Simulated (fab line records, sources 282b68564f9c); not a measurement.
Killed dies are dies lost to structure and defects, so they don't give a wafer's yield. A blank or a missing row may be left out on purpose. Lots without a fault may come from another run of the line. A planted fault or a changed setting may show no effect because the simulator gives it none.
Which tool did it? | flow rit_cmos | 14 lots, 42 wafers sampled, at 3 steps of a route of 202

WHAT THE GAUGES READ, wafer by wafer
RIT_PLDD_TW_MEAS_10. Usual: PLDD_TW 2334, standard deviation 12.
lot  | measured    | on            | PLDD_TW        | flag
L947 | day 2 19:41 | film_metro-01 | 2337 2325 2327 |
L948 | day 3 01:03 | film_metro-01 | 2339 2353 2338 |
L950 | day 3 09:59 | film_metro-02 | 2345 2341 2339 |
L951 | day 3 15:26 | film_metro-03 | 2335 2319 2328 |
L952 | day 4 01:30 | film_metro-03 | 2319 2315 2337 |
L955 | day 4 13:31 | film_metro-02 | 2327 2319 2334 |
L958 | day 5 03:04 | film_metro-02 | 2347 2342 2366 |
L959 | day 5 08:50 | film_metro-01 | 2358 2357 2354 |
L960 | day 5 17:28 | film_metro-02 | 2345 2340 2355 |
L961 | day 5 22:05 | film_metro-03 | 2313 2324 2332 |
L962 | day 6 00:26 | film_metro-03 | 2338 2325 2338 |
L964 | day 6 12:29 | film_metro-01 | 2343 2352 2340 |
L967 | day 7 03:19 | film_metro-03 | 2327 2323 2315 |
L970 | day 7 17:31 | film_metro-01 | 2331 2328 2324 |

RIT_NSD_OVL_MEAS_06. Usual: NSD_OVL 0.0 nm, standard deviation 1.5.
lot  | measured    | on         | NSD_OVL (nm)      | flag
L947 | day 2 23:17 | overlay-01 | 0.7 -1.9 -1.7     |
L948 | day 3 04:35 | overlay-02 | 0.3 -0.1 -0.9     |
L950 | day 3 13:41 | overlay-02 | -2.4 -1.1 -0.1    |
L951 | day 3 18:58 | overlay-01 | 1.8 3.0 1.4       |
L952 | day 4 04:55 | overlay-01 | 1.3 -0.2 0.3      |
L955 | day 4 17:04 | overlay-02 | 361.9 359.4 360.3 | OFF
L958 | day 5 06:35 | overlay-01 | 361.9 361.0 362.2 | OFF
L959 | day 5 12:34 | overlay-02 | -2.5 -0.4 -2.6    |
L960 | day 5 21:04 | overlay-01 | -2.3 -1.5 -0.7    |
L961 | day 6 02:26 | overlay-02 | -1.4 1.7 0.2      |
L962 | day 6 03:51 | overlay-01 | 3.5 0.8 0.7       |
L964 | day 6 16:01 | overlay-02 | 1.7 0.3 0.7       |
L967 | day 7 06:55 | overlay-01 | 0.2 3.3 3.3       |
L970 | day 7 21:04 | overlay-02 | 0.1 -2.7 0.3      |

WHICH TOOL RAN EACH LOT (tool, then ch and the chambers of the sampled wafers, then the start)
lot  | RIT_NSD_EXPOSE_03
L947 | iline_stepper-02 ch 0, day 2 22:54
L948 | iline_stepper-01 ch 0, day 3 04:11
L950 | iline_stepper-02 ch 0, day 3 13:17
L951 | iline_stepper-01 ch 0, day 3 18:34
L952 | iline_stepper-01 ch 0, day 4 04:31
L955 | iline_stepper-02 ch 0, day 4 16:40
L958 | iline_stepper-02 ch 0, day 5 06:12
L959 | iline_stepper-01 ch 0, day 5 12:10
L960 | iline_stepper-01 ch 0, day 5 20:40
L961 | iline_stepper-01 ch 0, day 6 02:02
L962 | iline_stepper-01 ch 0, day 6 03:28
L964 | iline_stepper-01 ch 0, day 6 15:37
L967 | iline_stepper-01 ch 0, day 7 06:32
L970 | iline_stepper-01 ch 0, day 7 20:40
- RIT_NSD_EXPOSE_03: exposes mask M9, target cd 40700 nm.

WHAT THE TOOLS THEMSELVES READ (means of the sampled wafers that have a number; where no wafer has one, the mark that the record gives instead)
The record holds no such reading with a usual standard deviation.

THE ANSWER, worked out from the rows above alone
Rule: a lot is off if the mean of its wafers that have a number lies more than 3 standard deviations from the usual mean. A lot without any number at a reading at which 4 lots or more have one is off too. The other lots that the step has rows for count as sound. The gauges are gone through in route order, then the tools' own readings, and for those a lot's mean is taken as printed above. The first step at which some lot is off is used, and at that step the reading that is off furthest; a lot without a number counts as furthest.
Off: L955, L958, at RIT_NSD_OVL_MEAS_06 (NSD_OVL).
A tool fits if, at a process step before that reading, it ran every lot that is off, and no sound lot after the first of them. The gauges at RIT_NSD_OVL_MEAS_06 are tried like those tools. One fits: iline_stepper-02 at RIT_NSD_EXPOSE_03. Its last sound lot is L950 (day 3 13:17), its first lot that is off L955 (day 4 16:40): a fault that began between those two fits.

WHAT THE SIMULATOR HAD PUT IN
Scanner matching overlay: iline_stepper-02, from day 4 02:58 on, at RIT_NSD_EXPOSE_03. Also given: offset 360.
Lots struck among those shown: L955, L958. The rule above found the same.
